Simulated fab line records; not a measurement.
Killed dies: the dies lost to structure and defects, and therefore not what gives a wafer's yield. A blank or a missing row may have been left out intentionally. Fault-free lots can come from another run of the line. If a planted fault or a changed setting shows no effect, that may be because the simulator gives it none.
The tool behind it: which one? || flow berkeley cmos170 || 7 lots, 21 wafers sampled, at 3 steps of a route of 331

## WHAT THE GAUGES SHOWED, per wafer
UCB170_CONTACT_THK_MEAS_02.
{"lot": "L550", "measured": "day 7 11:43", "on": "film metro-02", "CONTACT_PSG_THK (nm)": "705 712 710"}
{"lot": "L551", "measured": "day 8 08:53", "on": "film metro-02", "CONTACT_PSG_THK (nm)": "700 699 704"}
{"lot": "L556", "measured": "day 9 11:10", "on": "film metro-02", "CONTACT_PSG_THK (nm)": "700 699 701"}
{"lot": "L558", "measured": "day 9 11:23", "on": "film metro-01", "CONTACT_PSG_THK (nm)": "876 876 880"}
{"lot": "L560", "measured": "day 9 16:32", "on": "film metro-01", "CONTACT_PSG_THK (nm)": "701 703 704"}
{"lot": "L562", "measured": "day 10 19:32", "on": "film metro-02", "CONTACT_PSG_THK (nm)": "703 704 707"}
{"lot": "L572", "measured": "day 12 07:53", "on": "film metro-02", "CONTACT_PSG_THK (nm)": "692 699 693"}

## TOOL THAT RAN EACH LOT (tool first, then ch and the chambers of the sampled wafers, then the start)
{"lot": "L550", "UCB170_SILICIDE_RTA_04": "rtp anneal-02 ch 0, day 7 08:17", "UCB170_CONTACT_CVD_01": "lpcvd-02 ch 1, day 7 09:56"}
{"lot": "L551", "UCB170_SILICIDE_RTA_04": "rtp anneal-02 ch 0, day 8 06:48", "UCB170_CONTACT_CVD_01": "lpcvd-01 ch 1, day 8 07:05"}
{"lot": "L556", "UCB170_SILICIDE_RTA_04": "rtp anneal-01 ch 0, day 9 09:05", "UCB170_CONTACT_CVD_01": "lpcvd-01 ch 0, day 9 09:23"}
{"lot": "L558", "UCB170_SILICIDE_RTA_04": "rtp anneal-02 ch 0, day 9 09:19", "UCB170_CONTACT_CVD_01": "lpcvd-02 ch 1, day 9 09:36"}
{"lot": "L560", "UCB170_SILICIDE_RTA_04": "rtp anneal-01 ch 0, day 9 12:56", "UCB170_CONTACT_CVD_01": "lpcvd-01 ch 0, day 9 14:44"}
{"lot": "L562", "UCB170_SILICIDE_RTA_04": "rtp anneal-02 ch 0, day 10 17:28", "UCB170_CONTACT_CVD_01": "lpcvd-01 ch 1, day 10 17:44"}
{"lot": "L572", "UCB170_SILICIDE_RTA_04": "rtp anneal-02 ch 0, day 12 02:22", "UCB170_CONTACT_CVD_01": "lpcvd-01 ch 0, day 12 05:11"}
- UCB170_SILICIDE_RTA_04: time 15 s.
- UCB170_CONTACT_CVD_01: deposits PSG from SiH4/O2/PH3, target thk 700 nm, time 2820 s.

## THE ANSWER, worked out from the rows above alone
Rule: the usual values come from the lots themselves. Put in order of their means at a reading, lots are off if they are a third of the lots or fewer, leave a main group of 4 or more, and stand apart from it by a gap of 3 or more times the standard deviation of the main group's means; of several such gaps the widest counts. The tables above print the reading to a certain number of digits; a main group whose means all agree to those digits is not used. A lot without any number at a reading at which 4 lots or more have one is off too. Any other lot the step has rows for is counted as sound.
Off: at UCB170_CONTACT_THK_MEAS_02 (CONTACT_PSG_THK), L558. Mean 702 nm and standard deviation 4.4 in the main group.
A tool fits if, at a process step before that reading, it ran every lot that is off, and no sound lot after the first of them. The gauges at UCB170_CONTACT_THK_MEAS_02 are tried like those tools. One fits: lpcvd-02 at UCB170_CONTACT_CVD_01. Its last sound lot is L550 (day 7 09:56), its first lot that is off L558 (day 9 09:36): a fault that began between those two fits.

## WHAT WAS PUT IN BY THE SIMULATOR
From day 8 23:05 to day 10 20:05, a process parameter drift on lpcvd-02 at UCB170_CONTACT_CVD_01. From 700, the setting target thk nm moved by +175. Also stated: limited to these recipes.
Struck lots among those shown: L558. The same result came from the rule above.
